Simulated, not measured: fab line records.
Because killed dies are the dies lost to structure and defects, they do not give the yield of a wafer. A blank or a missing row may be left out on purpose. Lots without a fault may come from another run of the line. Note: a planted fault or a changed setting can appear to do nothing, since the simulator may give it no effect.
Matching of chambers | flow rit-cmos | rie-si-01 running RIT_GATE_ETCH_19: 4 sister chambers
The step etches poly-Si in SF6/CHF3/O2, stops on SiO2, time 165 s, target depth 312.5 nm. 8 wafers are shown with their chamber, then 7 later ones without.

== WAFERS WITH THEIR CHAMBER ==
wafer  | chamber | throttle-valve-pct (%) | oes-product-au (a.u.)
L316.6 | 0       | 10.19                  | 0.870
L322.6 | 0       | 10.21                  | 0.859
L324.2 | 2       | 10.20                  | 0.850
L324.6 | 2       | 10.21                  | 0.837
L326.5 | 1       | 10.15                  | 0.850
L326.6 | 3       | 10.25                  | 0.856
L328.2 | 1       | 10.14                  | 0.850
L328.4 | 3       | 10.26                  | 0.857

== WAFERS WHOSE CHAMBER IS MISSING ==
wafer  | throttle-valve-pct (%) | oes-product-au (a.u.)
L328.5 | 10.12                  | 0.848
L332.1 | 10.24                  | 0.861
L332.2 | 10.14                  | 0.852
L332.4 | 10.22                  | 0.859
L334.1 | 10.20                  | 0.860
L334.2 | 10.26                  | 0.850
L334.5 | 10.24                  | 0.858

== THE CHAMBER EACH PASSED THROUGH ==
wafer  | from the rows above          | in truth
L328.5 | 1                            | 1
L332.1 | 3                            | 3
L332.2 | 1                            | 1
L332.4 | can't be placed: 0 or 2 or 3 | 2
L334.1 | 0                            | 0
L334.2 | 3                            | 3
L334.5 | 3                            | 3
6 of 7 placed correctly. Not placeable from these rows: 1 (in 1, the candidates include the true chamber). 0 placed wrongly.
How it was worked out, from the rows above alone: a wafer's distance from a chamber is the root of the sum, over the readings, of the square of ((its reading less the chamber's mean) divided by the reading's scatter). The wafer belongs to the nearest chamber; if the next one is less than 2 further off, it can't be placed. The mean given for a chamber averages the wafers shown for that chamber. The scatter is the square root of a quotient: the sum, over the shown wafers, of each reading's squared deviation from its chamber's mean, divided by wafers minus chambers.
